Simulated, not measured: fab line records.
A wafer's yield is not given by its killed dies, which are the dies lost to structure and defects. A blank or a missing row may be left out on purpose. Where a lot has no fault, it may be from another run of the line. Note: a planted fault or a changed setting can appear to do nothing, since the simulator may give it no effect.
Which tool was responsible? ; flow berkeley_cmos170 ; 13 lots with 39 wafers sampled at 6 steps, on a route of 331 steps

== WHAT THE GAUGES READ, wafer by wafer ==
UCB170_M2_CD_MEAS_90 targets a cd of 700 nm. Usual: 700.7 nm for cd_nm, sd 2.6.
lot;measured;on;cd_nm (nm);flag
L298;day 9 05:50;cd_sem-01;700.7 701.1 704.4;
L299;day 9 13:26;cd_sem-01;697.8 698.5 698.1;
L300;day 9 17:14;cd_sem-01;699.6 702.1 699.2;
L302;day 9 22:05;cd_sem-02;702.6 702.0 703.9;
L301;day 10 05:25;cd_sem-02;703.1 701.4 702.7;
L305;day 10 15:03;cd_sem-02;703.0 699.7 699.8;
L303;day 10 15:20;cd_sem-01;705.0 706.5 705.6;
L304;day 10 18:28;cd_sem-02;696.7 698.4 699.7;
L308;day 11 04:34;cd_sem-02;698.3 699.0 697.6;
L309;day 11 10:50;cd_sem-02;701.7 697.1 695.9;
L310;day 11 12:12;cd_sem-02;695.7 696.6 699.4;
L314;day 11 15:07;cd_sem-02;703.0 698.1 700.4;
L316;day 12 04:38;cd_sem-01;703.1 703.7 703.9;

UCB170_V2_BOW_MEAS_03. Usual: V2_BOW typically reads 37 um, with standard deviation 8.1.
lot;measured;on;V2_BOW (um);flag
L298;day 9 06:34;film_metro-03;45 54 52;
L299;day 9 14:05;film_metro-02;36 35 39;
L300;day 9 17:52;film_metro-04;28 26 29;
L302;day 9 22:44;film_metro-02;21 19 25;
L301;day 10 06:04;film_metro-04;50 33 30;
L305;day 10 15:41;film_metro-02;51 37 28;
L303;day 10 16:00;film_metro-04;30 41 30;
L304;day 10 19:18;film_metro-04;37 36 30;
L308;day 11 05:12;film_metro-04;36 38 29;
L309;day 11 11:28;film_metro-03;30 36 36;
L310;day 11 12:50;film_metro-03;30 42 46;
L314;day 11 15:46;film_metro-02;37 34 40;
L316;day 12 05:17;film_metro-04;56 34 48;

UCB170_M3_RS_MEAS_02: uses a four-point probe to measure. Usual: M3_AL_RS typically reads 0.0322 ohm/sq, with standard deviation 0.00033.
lot;measured;on;M3_AL_RS (ohm/sq);flag
L298;day 9 09:52;film_metro-03;0.0325 0.0321 0.0324;
L299;day 9 18:39;film_metro-02;0.0321 0.0321 0.0320;
L300;day 9 21:50;film_metro-03;0.0331 0.0328 0.0328;
L302;day 10 00:45;film_metro-02;0.0321 0.0319 0.0320;
L301;day 10 08:21;film_metro-02;0.0325 0.0325 0.0324;
L305;day 10 19:10;film_metro-01;0.0325 0.0324 0.0326;
L303;day 10 19:16;film_metro-03;0.0321 0.0320 0.0319;
L304;day 10 22:19;film_metro-02;0.0319 0.0318 0.0318;
L308;day 11 07:06;film_metro-01;0.0319 0.0322 0.0321;
L309;day 11 14:13;film_metro-03;0.0316 0.0320 0.0319;
L310;day 11 15:02;film_metro-03;0.0326 0.0329 0.0334;
L314;day 11 17:59;film_metro-02;0.0320 0.0321 0.0324;
L316;day 12 07:19;film_metro-03;0.0326 0.0354 0.0323;OFF

UCB170_M3_THK_MEAS_03: measures by xrf. Usual: M3_AL_THK typically reads 892 nm, with standard deviation 9.4.
lot;measured;on;M3_AL_THK (nm);flag
L298;day 9 09:58;film_metro-03;882 893 889;
L299;day 9 18:46;film_metro-02;890 892 891;
L300;day 9 21:57;film_metro-03;870 874 876;
L302;day 10 00:50;film_metro-02;894 907 897;
L301;day 10 08:28;film_metro-02;886 886 887;
L305;day 10 19:17;film_metro-01;889 893 882;
L303;day 10 19:22;film_metro-03;895 894 898;
L304;day 10 22:24;film_metro-02;907 904 908;
L308;day 11 07:13;film_metro-01;897 890 893;
L309;day 11 14:20;film_metro-03;912 898 904;
L310;day 11 15:08;film_metro-03;885 878 860;
L314;day 11 18:05;film_metro-02;897 895 886;
L316;day 12 07:25;film_metro-03;882 812 888;OFF

UCB170_M3_OVL_MEAS_16. Usual: M3_OVL typically reads -1 nm, with standard deviation 6.8.
lot;measured;on;M3_OVL (nm);flag
L298;day 9 12:34;overlay-02;-10 -9 -5;
L299;day 9 22:11;overlay-02;1 7 8;
L300;day 9 23:47;overlay-02;5 11 1;
L302;day 10 05:16;overlay-01;9 8 10;
L301;day 10 10:21;overlay-01;9 8 11;
L305;day 10 21:22;overlay-01;0 -9 -5;
L303;day 10 21:57;overlay-01;-2 -4 3;
L304;day 11 02:02;overlay-02;1 8 2;
L308;day 11 09:09;overlay-02;-14 -12 -5;
L309;day 11 16:28;overlay-01;-12 1 -13;
L310;day 11 17:29;overlay-02;0 -1 0;
L314;day 11 21:32;overlay-01;-6 -8 -1;
L316;day 12 09:34;overlay-01;-9 -9 -3;

== EACH LOT AND THE TOOL THAT RAN IT (in order: tool; ch and the chambers of the sampled wafers; start) ==
lot;UCB170_M3_SPUTTER_01
L298;pvd_sputter-03, day 9 09:44
L299;pvd_sputter-03, day 9 18:33
L300;pvd_sputter-04, day 9 21:43
L302;pvd_sputter-03, day 10 00:39
L301;pvd_sputter-04, day 10 08:16
L305;pvd_sputter-02, day 10 19:05
L303;pvd_sputter-03, day 10 19:08
L304;pvd_sputter-02, day 10 22:10
L308;pvd_sputter-04, day 11 06:59
L309;pvd_sputter-03, day 11 14:08
L310;pvd_sputter-02, day 11 14:56
L314;pvd_sputter-03, day 11 17:52
L316;pvd_sputter-03, day 12 07:12
- UCB170_M3_SPUTTER_01: material Al, target thk 900 nm, time 120 s.

== AS READ BY THE TOOLS THEMSELVES (means over the sampled wafers that have a number; for cases with no such wafer, the mark the record gives instead) ==
UCB170_M3_SPUTTER_01. Usual: 30.0 % for throttle_valve_pct, sd 0.95.
lot;tool;throttle_valve_pct (%);flag
L298;pvd_sputter-03;30.8;
L299;pvd_sputter-03;30.2;
L300;pvd_sputter-04;29.8;
L302;pvd_sputter-03;30.7;
L301;pvd_sputter-04;29.6;
L305;pvd_sputter-02;29.7;
L303;pvd_sputter-03;30.4;
L304;pvd_sputter-02;29.5;
L308;pvd_sputter-04;29.5;
L309;pvd_sputter-03;30.9;
L310;pvd_sputter-02;29.8;
L314;pvd_sputter-03;30.8;
L316;pvd_sputter-03;30.6;

== THE ANSWER, worked out from the rows above alone ==
Rule: take the mean of a lot's wafers that have a number; if it is more than 3 standard deviations from the usual mean, the lot is off. Also off: a lot with no number at a reading for which 4 or more lots have one. Where the step has rows for the other lots, those lots are counted as sound. Order of review: gauges by route order, followed by the tools' own readings, for which a lot's mean as printed above is used. At the first step where some lot is off, the reading lying furthest off is the one used; lots without a number count as furthest.
Off: L316, seen at UCB170_M3_RS_MEAS_02 (M3_AL_RS).
If a tool, at a process step before that reading, ran all the lots that are off and no sound lot after the first of them, it fits. The gauges at UCB170_M3_RS_MEAS_02 are tried like those tools. 2 tools fit, pvd_sputter-03 at UCB170_M3_SPUTTER_01 and film_metro-03 at UCB170_M3_RS_MEAS_02, so this cannot tell which one it is.

== WHAT THE SIMULATOR HAD PUT IN ==
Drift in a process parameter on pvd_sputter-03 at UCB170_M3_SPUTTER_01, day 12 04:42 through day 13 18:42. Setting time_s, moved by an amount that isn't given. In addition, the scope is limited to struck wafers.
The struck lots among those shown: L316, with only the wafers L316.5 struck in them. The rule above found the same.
